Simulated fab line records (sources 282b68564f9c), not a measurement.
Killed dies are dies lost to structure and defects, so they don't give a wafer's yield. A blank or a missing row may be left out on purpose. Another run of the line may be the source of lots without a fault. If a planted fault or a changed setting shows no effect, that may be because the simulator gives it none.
fab line records -- flow rit-cmos
[record] lots = 6, wafers = 18, last-day = 7
route steps=202 shown M1@184
lots with no fault: from the same line, run without faults
start-h: start of the lot's first displayed wafer, in hours after the record's first day -- wait-h: hours since the lot's step before -- " identical to the entry in the row above -- L1.1+2: several wafers, shown together as one row -- - no value, or no start was given -- * or withheld: withheld -- < > ~ a bound
route shown NAME@n: names a module that has steps shown in the file, with the first one's number in the route -- usual: average and standard deviation across the fault-free wafers -- same: alike in all rows -- chamber/n: place in a boat -- sites: readings site by site -- _std_site: standard deviation of those values -- _edge_site: inner sites' mean taken away from outer sites' mean -- radius-mm: for every site, how far away it sits from the centre of the wafer -- mask NAME#n: copy n -- behind: tool/chamber where the wafer was last shaped -- hold: why the lot went on hold/how many hours it stayed there/how the hold came to an end -- device: whichever transistor did not switch (one of n, p or np) -- end of line: the route-end tests of the same wafers -- a step with no rows: only its recipe -- killed: count of dies lost to structure and defects at first sort (not the wafer's yield) -- map: the dies of a wafer, with x for killed, . for not killed, _ for no die there
set.NAME: the setting that was run; set.NAME@STEP: the one run at that earlier step -- model.NAME: the simulator's own value behind a step, which no gauge read
certain route steps with their lots: each step a table, each wafer a row
services: a tool's chamber out of use, with start hour (start-h, from the record's first day; less than 0 if before it), hours out, and reason
[[steps]]
[step RIT_M1_SPUTTER_00]
[recipe] material = Al, target-thk-nm = 400, power-w = 2000, chamber-pressure-pa = 0.4, gas = Ar, time-s = 500, substrate-temp-c = 25
[usual] substrate-temp-c = 25.01/0.11, throttle-valve-pct = 30.0/1.5
lot.wafer,tool,chamber,start-h,wait-h,substrate-temp-c,throttle-valve-pct
L468.1,pvd-sputter-01,-,113.03,0.0,24.91,32.3
L468.3,pvd-sputter-01,-,113.03,0.0,25.18,29.0
L468.5,pvd-sputter-01,-,113.03,0.0,25.01,32.0
L469.1,pvd-sputter-03,-,116.88,0.0,24.90,32.4
L469.3,pvd-sputter-03,-,116.88,0.0,25.04,27.6
L469.6,pvd-sputter-03,-,116.88,0.0,25.03,29.3
L474.1,pvd-sputter-04,-,144.63,0.0,24.85,29.9
L474.3,pvd-sputter-04,-,144.63,0.0,25.08,29.6
L474.5,pvd-sputter-04,-,144.63,0.0,25.05,29.7
L476.1,pvd-sputter-04,-,152.89,0.0,24.73,28.7
L476.2,pvd-sputter-04,-,152.89,0.0,25.00,31.6
L476.3,pvd-sputter-04,-,152.89,0.0,25.14,30.1
L477.1,pvd-sputter-03,-,156.53,0.0,25.11,29.1
L477.3,pvd-sputter-03,-,156.53,0.0,25.00,27.5
L477.6,pvd-sputter-03,-,156.53,0.0,25.14,29.0
L480.1,pvd-sputter-04,-,168.68,0.0,25.16,29.7
L480.3,pvd-sputter-04,-,168.68,0.0,24.88,30.1
L480.4,pvd-sputter-04,-,168.68,0.0,25.05,31.7
[step RIT_M1_RS_MEAS_01]
[recipe] thk-meas-gauge = four-point-probe, reads = Al_of_M1_SPUTTER_00
[usual] M1_AL_RS = 0.0735/0.0008
lot.wafer,tool,chamber,start-h,wait-h,M1_AL_RS[ohm/sq]
L468.1,film-metro-03,-,113.32,0.1,0.0739
L468.3,film-metro-03,-,113.32,0.1,0.0745
L468.5,film-metro-03,-,113.32,0.1,0.0741
L469.1,film-metro-01,-,117.18,0.1,0.0744
L469.3,film-metro-01,-,117.18,0.1,0.0730
L469.6,film-metro-01,-,117.18,0.1,0.0750
L474.1,film-metro-03,-,144.93,0.1,0.0730
L474.3,film-metro-03,-,144.93,0.1,0.0741
L474.5,film-metro-03,-,144.93,0.1,0.0739
L476.1,film-metro-04,-,153.22,0.2,0.0736
L476.2,film-metro-04,-,153.22,0.2,0.0735
L476.3,film-metro-04,-,153.22,0.2,0.0731
L477.1,film-metro-01,-,156.82,0.1,0.0744
L477.3,film-metro-01,-,156.82,0.1,0.0734
L477.6,film-metro-01,-,156.82,0.1,0.0749
L480.1,film-metro-03,-,168.97,0.1,0.0741
L480.3,film-metro-03,-,168.97,0.1,0.0738
L480.4,film-metro-03,-,168.97,0.1,0.0742
[step RIT_M1_THK_MEAS_02]
[recipe] thk-meas-gauge = xrf, reads = Al_of_M1_SPUTTER_00
[usual] M1_AL_THK = 399/4.6
lot.wafer,tool,chamber,start-h,wait-h,M1_AL_THK[nm]
L468.1,film-metro-03,-,113.44,0.1,395
L468.3,film-metro-03,-,113.44,0.1,396
L468.5,film-metro-03,-,113.44,0.1,395
L469.1,film-metro-01,-,117.30,0.1,392
L469.3,film-metro-01,-,117.30,0.1,398
L469.6,film-metro-01,-,117.30,0.1,388
L474.1,film-metro-03,-,145.05,0.1,404
L474.3,film-metro-03,-,145.05,0.1,398
L474.5,film-metro-03,-,145.05,0.1,394
L476.1,film-metro-04,-,153.34,0.1,399
L476.2,film-metro-04,-,153.34,0.1,398
L476.3,film-metro-04,-,153.34,0.1,403
L477.1,film-metro-01,-,156.94,0.1,393
L477.3,film-metro-01,-,156.94,0.1,393
L477.6,film-metro-01,-,156.94,0.1,390
L480.1,film-metro-03,-,169.09,0.1,397
L480.3,film-metro-03,-,169.09,0.1,398
L480.4,film-metro-03,-,169.09,0.1,394
[step RIT_M1_HMDS_03]
[recipe] prime-time-s = 60, prime-temp-c = 140
[step RIT_M1_COAT_04]
[recipe] resist = NOVOLAK, spin-rpm = 2000, resist-thk-nm = 1300
[step RIT_M1_SOFTBAKE_05]
[recipe] resist = NOVOLAK, temp-c = 90, time-s = 60
[step RIT_M1_EXPOSE_06]
[recipe] mask-id = M12, na = 0.6, source-shape = conventional, sigma-outer = 0.5, target-cd-nm = 2600, dose-mj = 250
[step RIT_M1_PEB_07]
[recipe] resist = NOVOLAK, temp-c = withheld, time-s = withheld
[step RIT_M1_DEVELOP_08]
[recipe] resist = NOVOLAK, develop-time-s = 68, dev-temp-c = 23
[step RIT_M1_CD_MEAS_09]
[recipe] target-cd-nm = 2600
[usual] cd-nm = 2599.1/2.1
lot.wafer,tool,chamber,start-h,wait-h,cd-nm
L468.1,cd-sem-01,-,114.59,-,2597.7
L468.3,cd-sem-01,-,114.59,-,2596.9
L468.5,cd-sem-01,-,114.59,-,2597.4
L469.1,cd-sem-01,-,118.39,-,2602.5
L469.3,cd-sem-01,-,118.39,-,2600.8
L469.6,cd-sem-01,-,118.39,-,2604.1
L474.1,cd-sem-02,-,145.99,-,2598.9
L474.3,cd-sem-02,-,145.99,-,2599.7
L474.5,cd-sem-02,-,145.99,-,2600.1
L476.1,cd-sem-02,-,154.41,-,2597.4
L476.2,cd-sem-02,-,154.41,-,2599.4
L476.3,cd-sem-02,-,154.41,-,2597.4
L477.1,cd-sem-02,-,157.99,-,2595.6
L477.3,cd-sem-02,-,157.99,-,2594.0
L477.6,cd-sem-02,-,157.99,-,2595.3
L480.1,cd-sem-02,-,170.28,-,2597.5
L480.3,cd-sem-02,-,170.28,-,2598.3
L480.4,cd-sem-02,-,170.28,-,2598.2
[step RIT_M1_OVL_MEAS_10]
[usual] M1_OVL = -0.3/1.3
lot.wafer,tool,chamber,start-h,wait-h,M1_OVL[nm]
L468.1,overlay-02,-,114.71,0.1,-1.9
L468.3,overlay-02,-,114.71,0.1,-1.5
L468.5,overlay-02,-,114.71,0.1,-1.6
L469.1,overlay-02,-,118.51,0.1,2.5
L469.3,overlay-02,-,118.51,0.1,0.5
L469.6,overlay-02,-,118.51,0.1,0.8
L474.1,overlay-01,-,146.11,0.1,0.1
L474.3,overlay-01,-,146.11,0.1,0.4
L474.5,overlay-01,-,146.11,0.1,0.3
L476.1,overlay-02,-,154.53,0.1,-0.7
L476.2,overlay-02,-,154.53,0.1,-0.4
L476.3,overlay-02,-,154.53,0.1,-1.1
L477.1,overlay-01,-,158.11,0.1,0.7
L477.3,overlay-01,-,158.11,0.1,-0.4
L477.6,overlay-01,-,158.11,0.1,-1.6
L480.1,overlay-02,-,170.40,0.1,0.7
L480.3,overlay-02,-,170.40,0.1,0.1
L480.4,overlay-02,-,170.40,0.1,1.5
[step RIT_M1_HARDBAKE_11]
[recipe] resist = NOVOLAK, temp-c = 140, time-s = 120
[step RIT_M1_METAL_ETCH_12]
[recipe] stop-on = SiO2, chemistry = Cl2/BCl3, target = Al, time-s = 165, over-etch-frac = 0.5, pressure-mtorr = 100, target-depth-a = 6000, rf-w = 250, Cl2_flow_sccm = 60, bcl3-flow-sccm = 50
[usual] drypump-motor-current-A = 5.6/0.47, oes-product-au = 0.779/0.012, run-length-s = 193.2/0.52, throttle-valve-pct = 8.21/0.11
lot.wafer,tool,chamber,start-h,wait-h,drypump-motor-current-A,oes-product-au,rf-hours-counter-h,run-length-s,throttle-valve-pct,model.NOVOLAK_of_M1_COAT_04.thk-nm,model.M1.feature-depth-nm,model.SiO2_of_CONTACT_CVD_00.thk-nm
L468.1,rie-metal-02,1,114.99,0.2,5.0,0.777,35,193.3,8.37,799.6,429.2,357.9
L468.3,rie-metal-02,0,114.99,0.2,5.7,0.749,-,193.0,8.27,796.3,429,358.1
L468.5,rie-metal-02,0,114.99,0.2,5.7,0.754,-,193.7,8.27,795.3,430.1,357
L469.1,rie-metal-01,0,118.80,0.2,5.4,0.765,4,193.8,8.07,785.7,429.3,364.6
L469.3,rie-metal-01,0,118.80,0.2,5.4,0.777,-,193.5,8.07,778.9,437.1,356.1
L469.6,rie-metal-01,1,118.80,0.2,5.7,0.773,-,192.6,8.27,804.4,424.5,368.7
L474.1,rie-metal-01,0,146.39,0.2,5.4,0.680,5,240.1,8.10,682.9,447.5,356
L474.3,rie-metal-01,0,146.39,0.2,5.4,0.681,-,240.2,8.08,676.4,442.3,354.8
L474.5,rie-metal-01,1,146.39,0.2,5.7,0.771,-,192.6,8.25,806.6,430.2,365.6
L476.1,rie-metal-01,1,154.94,0.2,5.7,0.771,5,192.6,8.28,807.3,432.4,360.3
L476.2,rie-metal-01,0,154.94,0.2,5.4,0.678,5,239.8,8.09,682.9,443.5,352.2
L476.3,rie-metal-01,0,154.94,0.2,5.5,0.677,-,240.1,8.10,680.9,446.9,350.4
L477.1,rie-metal-02,0,158.40,0.2,5.8,0.768,0,193.0,8.27,797.8,428.3,350.5
L477.3,rie-metal-02,0,158.40,0.2,5.8,0.777,-,192.9,8.29,799.8,433.9,356.4
L477.6,rie-metal-02,1,158.40,0.2,5.0,0.753,-,193.3,8.40,812,424.6,362.3
L480.1,rie-metal-02,0,170.69,0.2,5.7,0.781,0,192.9,8.27,802.3,430.5,356.4
L480.3,rie-metal-02,1,170.69,0.2,5.0,0.769,-,193.0,8.40,816.3,431.1,360.7
L480.4,rie-metal-02,0,170.69,0.2,5.7,0.778,-,192.9,8.27,801.5,430,363.7
[step RIT_M1_STRIP_13]
[recipe] chemistry = nmp, resist = NOVOLAK, temp-c = 80, time-s = 600, dry = n2-spin
[step RIT_M1_STRIP_14]
[recipe] chemistry = O2, time-s = 180, platen-temp-c = withheld, power-w = 500, pressure-mtorr = 4000, o2-flow-sccm = 4000
[usual] drypump-motor-current-A = 5.8/0.37, rf-refl-power-W = 7.4/1.6
lot.wafer,tool,chamber,start-h,wait-h,drypump-motor-current-A,rf-hours-counter-h,rf-refl-power-W
L468.1,plasma-asher-02,0,115.33,0.0,6.2,31,8.0
L468.3,plasma-asher-02,1,115.33,0.0,5.1,-,5.6
L468.5,plasma-asher-02,1,115.33,0.0,5.1,-,5.4
L469.1,plasma-asher-02,0,119.14,0.0,6.1,31,7.5
L469.3,plasma-asher-02,1,119.14,0.0,5.1,-,5.9
L469.6,plasma-asher-02,1,119.14,0.0,5.1,-,5.6
L474.1,plasma-asher-02,0,146.73,0.0,6.1,35,7.5
L474.3,plasma-asher-02,1,146.73,0.0,5.1,-,5.7
L474.5,plasma-asher-02,0,146.73,0.0,6.1,-,7.4
L476.1,plasma-asher-04,0,155.28,0.0,5.9,4,9.5
L476.2,plasma-asher-04,1,155.28,0.0,6.3,4,4.9
L476.3,plasma-asher-04,0,155.28,0.0,5.9,-,9.5
L477.1,plasma-asher-01,0,158.91,0.0,5.6,52,7.2
L477.3,plasma-asher-01,0,158.91,0.0,5.6,-,7.6
L477.6,plasma-asher-01,1,158.91,0.0,5.9,-,8.2
L480.1,plasma-asher-01,0,171.03,0.0,5.6,54,8.5
L480.3,plasma-asher-01,0,171.03,0.0,5.5,-,8.1
L480.4,plasma-asher-01,1,171.03,0.0,5.9,-,8.1
[step RIT_M1_CD_MEAS_90]
[recipe] target-cd-nm = 2600
[usual] cd-nm = 2598/3.1
lot.wafer,tool,chamber,start-h,wait-h,cd-nm
L468.1,cd-sem-02,-,115.51,0.1,2599
L468.3,cd-sem-02,-,115.51,0.1,2596
L468.5,cd-sem-02,-,115.51,0.1,2597
L469.1,cd-sem-01,-,119.31,0.1,2598
L469.3,cd-sem-01,-,119.31,0.1,2598
L469.6,cd-sem-01,-,119.31,0.1,2603
L474.1,cd-sem-01,-,146.90,0.1,2587
L474.3,cd-sem-01,-,146.90,0.1,2588
L474.5,cd-sem-01,-,146.90,0.1,2600
L476.1,cd-sem-02,-,155.45,0.1,2597
L476.2,cd-sem-02,-,155.45,0.1,2588
L476.3,cd-sem-02,-,155.45,0.1,2585
L477.1,cd-sem-01,-,159.09,0.1,2596
L477.3,cd-sem-01,-,159.09,0.1,2594
L477.6,cd-sem-01,-,159.09,0.1,2592
L480.1,cd-sem-01,-,171.20,0.1,2596
L480.3,cd-sem-01,-,171.20,0.1,2594
L480.4,cd-sem-01,-,171.20,0.1,2598
[step RIT_M1_ANNEAL_15]
[recipe] temp-c = 450, time-s = 1800, ambient = forming_gas_H2N2
[step RIT_M1_PROBE_99]
[usual] defect-limited-yield = 97.5/1.2, killed-at-contacts = 0.1/0.23, killed-at-front-end = 7/3, killed-dies = 7/3.1, killed-open = 3.3/2.1, killed-short = 3.3/2, sort_bin_3_pad_short = 0.1/0.22, sort_bin_5_function = 1.4/0.8, sort_bin_6_memory = 1.0/0.65, sort-n-pass = 257/3.1, sort-yield-pct = 97.5/1.2
[same] gross-dies = 264, killed_at_M0_to_M3 = 0, killed_at_M4_up = 0, killed-at-back-side = 0, killed-at-other = 0
lot.wafer,tool,chamber,start-h,wait-h,defect-limited-yield[%],killed-at-contacts,killed-at-front-end,killed-dies,killed-open,killed-short,sort_bin_3_pad_short[%],sort_bin_5_function[%],sort_bin_6_memory[%],sort-n-pass,sort-yield-pct[%],model.etest.antenna-m1.vt-shift-v
L468.1,prober-02,-,118.44,0.1,99.2,0,2,2,1,1,0,0.4,0.4,262,99.2,-0.01468
L468.3,prober-02,-,118.54,0.2,98.5,0,4,4,2,2,0,0.8,0.8,260,98.5,-0.01222
L468.5,prober-02,-,118.64,0.2,98.5,0,4,4,2,2,0,0.8,0.8,260,98.5,-0.01937
L469.1,prober-02,-,122.49,0.1,98.1,0,5,5,1,4,0.4,1.1,0.4,259,98.1,-0.01666
L469.3,prober-02,-,122.59,0.2,98.1,0,5,5,2,3,0,1.9,0,259,98.1,-0.01437
L469.6,prober-02,-,122.74,0.2,97.0,0,8,8,6,2,0,1.9,1.1,256,97.0,-0.01449
L474.1,prober-01,-,148.64,0.1,98.9,0,3,3,2,1,0.4,0.8,0,261,98.9,-0.02136
L474.3,prober-01,-,148.74,0.2,98.5,0,4,4,2,2,0,1.1,0.4,260,98.5,-0.02427
L474.5,prober-01,-,148.84,0.2,97.7,0,6,6,4,2,0,1.9,0.4,258,97.7,-0.008477
L476.1,prober-01,-,157.19,0.1,98.5,0,4,4,3,1,0,1.1,0.4,260,98.5,-0.008251
L476.2,prober-01,-,157.24,0.1,97.3,1,6,7,5,2,0,1.9,0.8,257,97.3,-0.02216
L476.3,prober-01,-,157.29,0.2,96.6,0,9,9,5,4,0,1.5,1.9,255,96.6,-0.02485
L477.1,prober-02,-,165.05,0.1,97.3,0,7,7,3,4,0,1.9,0.8,257,97.3,-0.01154
L477.3,prober-02,-,165.15,0.2,98.1,0,5,5,2,3,0.4,1.1,0.4,259,98.1,-0.009321
L477.6,prober-02,-,165.30,0.2,99.2,0,2,2,1,1,0,0.4,0.4,262,99.2,-0.01134
L480.1,prober-01,-,172.94,0.1,98.1,0,5,5,1,4,0.4,1.5,0,259,98.1,-0.01032
L480.3,prober-01,-,173.04,0.2,97.3,0,7,7,4,3,0,1.5,1.1,257,97.3,-0.009843
L480.4,prober-01,-,173.09,0.2,97.0,0,8,8,5,3,0.4,1.1,1.5,256,97.0,-0.01042
// killed by level:class
L468.1 FOX2:geometric-particle:short=1 REOX:geometric-particle:open=1
L468.3 FOX1:geometric-particle:open=1 FOX2:geometric-particle:short=1 REOX:geometric-particle:open=1 SPACER:geometric-particle:short=1
L468.5 GATE:geometric-particle:open=2 SPACER:geometric-particle:short=1 SILICIDE:geometric-particle:short=1
L469.1 GATE:geometric-particle:short=2 REOX:geometric-particle:short=1 SPACER:geometric-particle:short=1 SILICIDE:geometric-particle:open=1
L469.3 FOX1:geometric-particle:short=2 GATE:geometric-particle:open=2 FOX2:geometric-particle:short=1
L469.6 REOX:geometric-particle:open=4 FOX1:geometric-particle:open=2 GATE:geometric-particle:short=1 REOX:geometric-particle:short=1
L474.1 FOX1:geometric-particle:open=1 SPACER:geometric-particle:open=1 SILICIDE:geometric-particle:short=1
L474.3 GATE:geometric-particle:open=2 REOX:geometric-particle:short=1 SILICIDE:geometric-particle:short=1
L474.5 SPACER:geometric-particle:open=2 FOX1:geometric-particle:open=1 FOX2:geometric-particle:short=1 GATE:geometric-particle:open=1 GATE:geometric-particle:short=1
L476.1 FOX2:geometric-particle:open=2 FOX1:geometric-particle:short=1 GATE:geometric-particle:open=1
L476.2 SPACER:geometric-particle:open=2 FOX1:geometric-particle:short=1 FOX1:geometric-particle:open=1 SPACER:geometric-particle:short=1 SILICIDE:geometric-particle:open=1 CONTACT:geometric-particle:open=1
L476.3 GATE:geometric-particle:short=2 GATE:geometric-particle:open=2 REOX:geometric-particle:short=2 REOX:geometric-particle:open=1 SPACER:geometric-particle:open=1 SILICIDE:geometric-particle:open=1
L477.1 REOX:geometric-particle:short=3 GATE:geometric-particle:open=2 GATE:geometric-particle:short=1 REOX:geometric-particle:open=1
L477.3 REOX:geometric-particle:short=2 FOX1:geometric-particle:open=1 FOX2:geometric-particle:open=1 GATE:geometric-particle:short=1
L477.6 GATE:geometric-particle:short=1 GATE:geometric-particle:open=1
L480.1 SILICIDE:geometric-particle:short=2 FOX1:geometric-particle:short=1 REOX:geometric-particle:open=1 SPACER:geometric-particle:short=1
L480.3 FOX1:geometric-particle:open=2 FOX1:geometric-particle:short=1 FOX2:geometric-particle:open=1 GATE:geometric-particle:short=1 REOX:geometric-particle:open=1 SPACER:geometric-particle:short=1
L480.4 GATE:geometric-particle:open=2 SPACER:geometric-particle:short=2 SILICIDE:geometric-particle:open=2 GATE:geometric-particle:short=1 REOX:geometric-particle:open=1
[[services]]
tool,chamber,start-h,hours,kind
pvd-sputter-04,-,98.26,3.6,repair
plasma-asher-04,-,108.75,9.0,pm
plasma-asher-04,0,108.75,9.0,vent-cycle
plasma-asher-04,1,108.75,9.0,vent-cycle
plasma-asher-04,0,117.75,-,clean
plasma-asher-04,1,117.75,-,clean
plasma-asher-04,-,126.51,5.2,repair
rie-metal-02,-,136.12,20.0,pm
rie-metal-02,0,136.12,20.0,vent-cycle
rie-metal-02,1,136.12,20.0,vent-cycle
rie-metal-01,-,143.87,0.9,repair
rie-metal-02,-,154.96,0.6,repair
rie-metal-02,0,156.12,-,clean
rie-metal-02,1,156.12,-,clean
plasma-asher-04,-,157.55,14.6,pm
[[key]]
[first-sign] step = RIT_M1_METAL_ETCH_12, reading = run-length-s, direction = up, sigmas = 89, usual = *, struck = *
[effect] step = RIT_M1_METAL_ETCH_12, reading = oes-product-au, direction = down, sigmas = 8.5, usual = 0.779, struck = 0.679
[effect] step = RIT_M1_CD_MEAS_90, reading = cd-nm, direction = down, sigmas = 3.5, usual = 2598, struck = 2587
[model-effect] step = RIT_M1_METAL_ETCH_12, value = NOVOLAK_of_M1_COAT_04.thk-nm, without = 780, struck = 680.8
[model-effect] step = RIT_M1_PROBE_99, value = etest.antenna-m1.vt-shift-v, without = -0.01375, struck = -0.02316
met-at RIT_M1_METAL_ETCH_12
struck-wafers L474.1,L474.3,L476.2,L476.3
onset-between 118.80 146.39
[fault] kind = process-parameter-drift, tool = rie-metal-01, chamber = 0, onset-h = 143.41, steps = RIT_M1_METAL_ETCH_12, channel = time-s, offset = *, shape = step, end-h = 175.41, stated = *
